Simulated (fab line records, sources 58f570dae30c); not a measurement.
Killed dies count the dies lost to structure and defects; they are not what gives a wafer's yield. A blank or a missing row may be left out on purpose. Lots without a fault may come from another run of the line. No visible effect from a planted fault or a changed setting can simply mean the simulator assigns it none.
Which tool is to blame? || flow berkeley_cmos170 || 7 lots, 21 wafers sampled, at 3 steps of a route of 331

== WHAT THE GAUGES SHOWED, per wafer ==
UCB170_NVT_TW_MEAS_09.
{"lot": "L615", "measured": "day 5 21:17", "on": "film_metro-04", "NVT_TW": "526 523 524"}
{"lot": "L618", "measured": "day 6 14:20", "on": "film_metro-02", "NVT_TW": "513 513 513"}
{"lot": "L621", "measured": "day 7 11:50", "on": "film_metro-02", "NVT_TW": "516 515 516"}
{"lot": "L626", "measured": "day 8 06:33", "on": "film_metro-04", "NVT_TW": "525 526 526"}
{"lot": "L630", "measured": "day 9 04:50", "on": "film_metro-01", "NVT_TW": "521 523 522"}
{"lot": "L634", "measured": "day 9 22:38", "on": "film_metro-01", "NVT_TW": "523 526 525"}
{"lot": "L636", "measured": "day 10 18:51", "on": "film_metro-02", "NVT_TW": "517 517 517"}

== TOOL THAT RAN EACH LOT (tool first, then ch and the chambers of the sampled wafers, then the start) ==
{"lot": "L615", "UCB170_PFIELD_STRIP_08": "plasma_asher-02 ch 0,1, day 4 14:57", "UCB170_NVT_IMPLANT_07": "implanter-03 ch 0, day 5 21:04"}
{"lot": "L618", "UCB170_PFIELD_STRIP_08": "plasma_asher-03 ch 0,1, day 5 07:45", "UCB170_NVT_IMPLANT_07": "implanter-01 ch 0, day 6 14:05"}
{"lot": "L621", "UCB170_PFIELD_STRIP_08": "plasma_asher-03 ch 0,1, day 6 00:29", "UCB170_NVT_IMPLANT_07": "implanter-01 ch 0, day 7 11:35"}
{"lot": "L626", "UCB170_PFIELD_STRIP_08": "plasma_asher-02 ch 0,1, day 6 21:12", "UCB170_NVT_IMPLANT_07": "implanter-01 ch 0, day 8 06:18"}
{"lot": "L630", "UCB170_PFIELD_STRIP_08": "plasma_asher-02 ch 0,1, day 8 07:40", "UCB170_NVT_IMPLANT_07": "implanter-01 ch 0, day 9 04:35"}
{"lot": "L634", "UCB170_PFIELD_STRIP_08": "plasma_asher-04 ch 0,1, day 9 00:44", "UCB170_NVT_IMPLANT_07": "implanter-01 ch 0, day 9 22:24"}
{"lot": "L636", "UCB170_PFIELD_STRIP_08": "plasma_asher-04 ch 0,1, day 9 15:10", "UCB170_NVT_IMPLANT_07": "implanter-02 ch 0, day 10 18:36"}
- UCB170_PFIELD_STRIP_08: strips in O2.
- UCB170_NVT_IMPLANT_07

== THE ANSWER, worked out from the rows above alone ==
Rule: usual is defined by the lots themselves. Put in order of their means at a reading, lots are off if they are a third of the lots or fewer, leave a main group of 4 or more, and stand apart from it by a gap of 3 or more times the standard deviation of the main group's means; of several such gaps the widest counts. The tables above print the reading to a certain number of digits; a main group whose means all agree to those digits is not used. A lot without any number at a reading at which 4 lots or more have one is off too. Where the step has rows for the other lots, those lots are counted as sound.
No lot is off on any of the readings shown, so nothing can be concluded from this.

== WHAT HAD BEEN PUT IN BY THE SIMULATOR ==
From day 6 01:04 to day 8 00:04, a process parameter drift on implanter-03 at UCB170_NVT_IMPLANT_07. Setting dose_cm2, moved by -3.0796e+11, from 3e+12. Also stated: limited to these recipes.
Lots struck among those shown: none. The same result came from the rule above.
